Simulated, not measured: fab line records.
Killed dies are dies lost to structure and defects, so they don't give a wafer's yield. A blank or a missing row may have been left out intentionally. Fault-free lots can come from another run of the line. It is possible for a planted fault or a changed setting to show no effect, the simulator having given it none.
Tool commonality check    flow berkeley_cmos170    Sampled: 14 lots, 42 wafers

== WHY IT WAS OPENED ==
UCB170_M1_RS_MEAS_01, reading M1_AL_RS: flagged on 2 of 14 lots. No-fault wafers: 0.0484 ohm/sq, standard deviation 0.00042.
Rule: a lot is flagged in two cases, either no wafer of it has a number, or all its wafers with numbers fall more than 4 standard deviations from that mean. The other lots count as sound.

lot   measured      on             M1_AL_RS (ohm/sq), wafer by wafer  flag
L425  day 8 01:23   film_metro-03  0.0487 0.0485 0.0483               
L422  day 8 02:53   film_metro-01  0.0485 0.0490 0.0484               
L421  day 8 03:17   film_metro-04  0.0482 0.0484 0.0488               
L424  day 8 08:46   film_metro-04  0.0489 0.0484 0.0485               
L423  day 8 08:47   film_metro-03  0.0481 0.0482 0.0484               
L429  day 9 11:14   film_metro-04  0.0434 0.0436 0.0435               FLAGGED
L434  day 10 12:17  film_metro-01  0.0489 0.0491 0.0487               
L435  day 10 14:43  film_metro-03  0.0486 0.0484 0.0483               
L433  day 10 15:04  film_metro-04  0.0444 0.0449 0.0443               FLAGGED
L437  day 10 19:52  film_metro-03  0.0475 0.0481 0.0482               
L439  day 11 12:46  film_metro-03  0.0490 0.0487 0.0485               
L440  day 11 13:42  film_metro-01  0.0483 0.0487 0.0486               
L442  day 12 01:11  film_metro-03  0.0489 0.0486 0.0485               
L444  day 12 13:17  film_metro-03  0.0480 0.0478 0.0479               
Average over the flagged lots: 0.0440 ohm/sq; offset from the usual -0.0044 ohm/sq, equal to -10 standard deviations.

== WHICH TOOL EACH LOT WENT THROUGH ==
The record keeps 1 process step preceding the reading, out of 331 steps on the route. In each cell: the tool, then ch and the chambers that the sampled wafers went through, then the start.
lot   flag     UCB170_M1_SPUTTER_00
L425           pvd_sputter-04, day 8 01:16
L422           pvd_sputter-01, day 8 02:48
L421           pvd_sputter-03, day 8 03:12
L424           pvd_sputter-01, day 8 08:43
L423           pvd_sputter-03, day 8 08:43
L429  FLAGGED  pvd_sputter-01, day 9 11:11
L434           pvd_sputter-03, day 10 12:14
L435           pvd_sputter-03, day 10 14:37
L433  FLAGGED  pvd_sputter-01, day 10 15:00
L437           pvd_sputter-04, day 10 19:49
L439           pvd_sputter-04, day 11 12:43
L440           pvd_sputter-03, day 11 13:38
L442           pvd_sputter-03, day 12 01:07
L444           pvd_sputter-04, day 12 13:14
What the steps here do:
- UCB170_M1_SPUTTER_00: material Al, target thk 600 nm, time 80 s.
- UCB170_M1_RS_MEAS_01: measures by four-point-probe.

== FLAGGED OVER TOTAL, TOOL BY TOOL (the gauges that took the reading come last) ==
step                  tool            lots run  flagged  share of the flagged lots  sound lots run after its first flagged lot
UCB170_M1_SPUTTER_00  pvd_sputter-01  4         2        all                        0
UCB170_M1_SPUTTER_00  pvd_sputter-03  6         0        none                       -
UCB170_M1_SPUTTER_00  pvd_sputter-04  4         0        none                       -
UCB170_M1_RS_MEAS_01  film_metro-01   3         0        none                       -
UCB170_M1_RS_MEAS_01  film_metro-03   7         0        none                       -
UCB170_M1_RS_MEAS_01  film_metro-04   4         2        all                        0

== WHAT IS ALLOWED BY THE TABLE ==
Rows of the table that ran all the flagged lots, 2 in number: pvd_sputter-01 at UCB170_M1_SPUTTER_00; film_metro-04 at UCB170_M1_RS_MEAS_01.
- pvd_sputter-01 at UCB170_M1_SPUTTER_00 ran 4 lots, 2 of them flagged. Its last sound lot is L424 (day 8 08:43), its first flagged lot L429 (day 9 11:11): a fault that began between those two fits. Its own readings (chamber_pressure_pa) fall more than 4 standard deviations out on all wafers of the flagged lots.
- film_metro-04 at UCB170_M1_RS_MEAS_01 ran 4 lots, 2 of them flagged. Its last sound lot is L424 (day 8 08:46), its first flagged lot L429 (day 9 11:14): a fault that began between those two fits.
Counting lots can't tell these 2 tools apart, because each fits a fault that began at some hour. More lots, or a look at what each step does to the wafer, might.

== WHAT THE SIMULATOR HAD INSERTED ==
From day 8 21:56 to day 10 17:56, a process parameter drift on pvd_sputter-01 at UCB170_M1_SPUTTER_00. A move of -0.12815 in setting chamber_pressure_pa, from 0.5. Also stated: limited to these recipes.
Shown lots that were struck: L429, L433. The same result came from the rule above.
